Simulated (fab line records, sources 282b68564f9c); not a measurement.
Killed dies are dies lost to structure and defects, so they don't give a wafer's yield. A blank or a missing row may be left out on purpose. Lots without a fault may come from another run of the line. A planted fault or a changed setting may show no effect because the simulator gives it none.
Which tool did it? | flow rit_cmos | 14 lots, 42 wafers sampled, at 5 steps of a route of 202

WHAT THE GAUGES READ, wafer by wafer
RIT_GATE_THK_MEAS_09.
lot  | measured    | on            | GATE_POLY_THK (nm)
L438 | day 3 04:50 | film_metro-03 | 251.3 253.5 251.4
L439 | day 3 09:44 | film_metro-04 | 253.1 255.1 253.2
L442 | day 4 13:29 | film_metro-03 | 251.3 251.6 253.7
L444 | day 4 13:30 | film_metro-01 | 249.9 248.1 248.4
L443 | day 4 13:31 | film_metro-04 | 246.7 245.8 249.6
L446 | day 4 20:34 | film_metro-03 | 251.5 251.5 252.6
L447 | day 4 20:34 | film_metro-04 | 251.4 250.2 250.4
L445 | day 4 20:34 | film_metro-01 | 252.4 253.0 251.5
L448 | day 5 15:41 | film_metro-04 | 257.4 256.6 257.6
L451 | day 5 21:50 | film_metro-01 | 254.2 253.3 252.2
L453 | day 6 08:27 | film_metro-01 | 246.6 249.1 246.9
L455 | day 6 11:54 | film_metro-01 | 250.8 249.6 249.6
L457 | day 6 20:35 | film_metro-03 | 250.2 250.5 250.9
L460 | day 7 09:54 | film_metro-01 | 246.3 246.9 247.9

RIT_REOX_THK_MEAS_04.
lot  | measured    | on            | REOX_OXIDE_THK (nm)
L438 | day 3 10:37 | film_metro-01 | 24.0 24.8 24.1
L439 | day 3 17:29 | film_metro-04 | 25.1 25.0 25.0
L442 | day 4 18:14 | film_metro-04 | 24.5 24.5 24.7
L444 | day 4 18:38 | film_metro-04 | 26.7 26.8 26.9
L443 | day 4 21:28 | film_metro-01 | 25.2 25.6 25.3
L446 | day 5 02:01 | film_metro-04 | 25.2 25.1 25.2
L447 | day 5 02:01 | film_metro-01 | 25.3 25.2 25.3
L445 | day 5 01:18 | film_metro-02 | 25.7 25.7 25.6
L448 | day 5 21:07 | film_metro-04 | 25.3 25.3 25.2
L451 | day 6 10:35 | film_metro-02 | 25.2 25.6 25.3
L453 | day 6 13:39 | film_metro-01 | 25.3 25.3 25.3
L455 | day 6 17:29 | film_metro-01 | 24.8 25.2 25.3
L457 | day 7 02:10 | film_metro-01 | 24.6 24.4 24.7
L460 | day 7 14:34 | film_metro-01 | 26.3 25.9 26.1

RIT_CONTACT_THK_MEAS_01.
lot  | measured    | on            | CONTACT_TEOS_THK (nm)
L438 | day 3 21:07 | film_metro-01 | 405 405 403
L439 | day 4 03:46 | film_metro-01 | 404 396 412
L442 | day 5 05:32 | film_metro-04 | 395 409 407
L444 | day 5 06:05 | film_metro-04 | 398 402 401
L443 | day 5 19:09 | film_metro-02 | 404 407 392
L446 | day 5 19:22 | film_metro-02 | 389 399 399
L447 | day 5 19:25 | film_metro-04 | 400 400 405
L445 | day 5 18:55 | film_metro-02 | 401 403 408
L448 | day 6 09:10 | film_metro-01 | 395 399 405
L451 | day 6 21:15 | film_metro-04 | 438 401 447
L453 | day 6 23:53 | film_metro-04 | 391 398 402
L455 | day 7 04:48 | film_metro-04 | 440 401 443
L457 | day 7 12:39 | film_metro-01 | 398 407 399
L460 | day 8 00:31 | film_metro-02 | 394 407 400

WHICH TOOL RAN EACH LOT (tool, then ch and the chambers of the sampled wafers, then the start)
lot  | RIT_GATE_STRIP_20                   | RIT_CONTACT_CVD_00
L438 | plasma_asher-04 ch 0,1, day 3 06:24 | pecvd-03 ch 0,1, day 3 21:04
L439 | plasma_asher-04 ch 0,1, day 3 11:16 | pecvd-04 ch 0,1, day 4 03:43
L442 | plasma_asher-01 ch 0, day 4 14:56   | pecvd-04 ch 0,1,2, day 5 05:29
L444 | plasma_asher-03 ch 0,1, day 4 15:10 | pecvd-03 ch 0,1,2, day 5 06:02
L443 | plasma_asher-04 ch 0,1, day 4 15:07 | pecvd-04 ch 0,1,2, day 5 19:03
L446 | plasma_asher-01 ch 0,1, day 4 22:07 | pecvd-03 ch 0,2, day 5 19:19
L447 | plasma_asher-04 ch 0,1, day 4 21:53 | pecvd-01 ch 1,2, day 5 19:20
L445 | plasma_asher-03 ch 0,1, day 4 22:00 | pecvd-01 ch 0,1,2, day 5 18:51
L448 | plasma_asher-04 ch 0,1, day 5 17:40 | pecvd-04 ch 0,2, day 6 09:07
L451 | plasma_asher-04 ch 0,1, day 6 04:31 | pecvd-03 ch 1,2, day 6 21:11
L453 | plasma_asher-03 ch 0,1, day 6 09:49 | pecvd-01 ch 0,1,2, day 6 23:49
L455 | plasma_asher-03 ch 0,1, day 6 13:39 | pecvd-03 ch 1,2, day 7 04:44
L457 | plasma_asher-01 ch 0,1, day 6 21:59 | pecvd-04 ch 0,2, day 7 12:35
L460 | plasma_asher-04 ch 0,1, day 7 11:23 | pecvd-04 ch 0,1,2, day 8 00:27
- RIT_GATE_STRIP_20: strips in O2, time 180 s.
- RIT_CONTACT_CVD_00: deposits SiO2 from TEOS, target thk 400 nm, time 61 s.

WHAT THE TOOLS THEMSELVES READ (means of the sampled wafers that have a number; where no wafer has one, the mark that the record gives instead)
RIT_GATE_STRIP_20.
lot  | tool            | drypump_motor_current_A (A) | rf_refl_power_W (W)
L438 | plasma_asher-04 | 5.61                        | 7.7
L439 | plasma_asher-04 | 5.46                        | 7.4
L442 | plasma_asher-01 | 5.97                        | 8.0
L444 | plasma_asher-03 | 5.63                        | 7.6
L443 | plasma_asher-04 | 5.60                        | 7.6
L446 | plasma_asher-01 | 5.33                        | 7.0
L447 | plasma_asher-04 | 5.60                        | 7.8
L445 | plasma_asher-03 | 5.58                        | 6.8
L448 | plasma_asher-04 | 5.60                        | 7.8
L451 | plasma_asher-04 | 5.58                        | 7.8
L453 | plasma_asher-03 | 5.61                        | 6.9
L455 | plasma_asher-03 | 5.63                        | 7.8
L457 | plasma_asher-01 | 5.32                        | 7.0
L460 | plasma_asher-04 | 5.62                        | 7.8

RIT_CONTACT_CVD_00.
lot  | tool     | heater_power_w (W)
L438 | pecvd-03 | 295
L439 | pecvd-04 | 324
L442 | pecvd-04 | 300
L444 | pecvd-03 | 338
L443 | pecvd-04 | 344
L446 | pecvd-03 | 340
L447 | pecvd-01 | 287
L445 | pecvd-01 | 329
L448 | pecvd-04 | 391
L451 | pecvd-03 | 358
L453 | pecvd-01 | 321
L455 | pecvd-03 | 297
L457 | pecvd-04 | 399
L460 | pecvd-04 | 318

THE ANSWER, worked out from the rows above alone
Rule: what is usual is taken from the lots themselves. Put in order of their means at a reading, lots are off if they are a third of the lots or fewer, leave a main group of 4 or more, and stand apart from it by a gap of 3 or more times the standard deviation of the main group's means; of several such gaps the widest counts. A main group whose means are all the same, to the digits that the tables above print for the reading, isn't used. A lot without any number at a reading at which 4 lots or more have one is off too. The other lots that the step has rows for count as sound. The gauges are gone through in route order, then the tools' own readings, and for those a lot's mean is taken as printed above. The first step at which some lot is off is used, and at that step the reading that is off furthest; a lot without a number counts as furthest.
Off: L451, L455, at RIT_CONTACT_THK_MEAS_01 (CONTACT_TEOS_THK). The main group: mean 401 nm, standard deviation 2.6.
A tool fits if, at a process step before that reading, it ran every lot that is off, and no sound lot after the first of them. The gauges at RIT_CONTACT_THK_MEAS_01 are tried like those tools. One fits: pecvd-03 at RIT_CONTACT_CVD_00. Its last sound lot is L446 (day 5 19:19), its first lot that is off L451 (day 6 21:11): a fault that began between those two fits.

WHAT THE SIMULATOR HAD PUT IN
Process parameter drift: pecvd-03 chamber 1, from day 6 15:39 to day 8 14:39, at RIT_CONTACT_CVD_00. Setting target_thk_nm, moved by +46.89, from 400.
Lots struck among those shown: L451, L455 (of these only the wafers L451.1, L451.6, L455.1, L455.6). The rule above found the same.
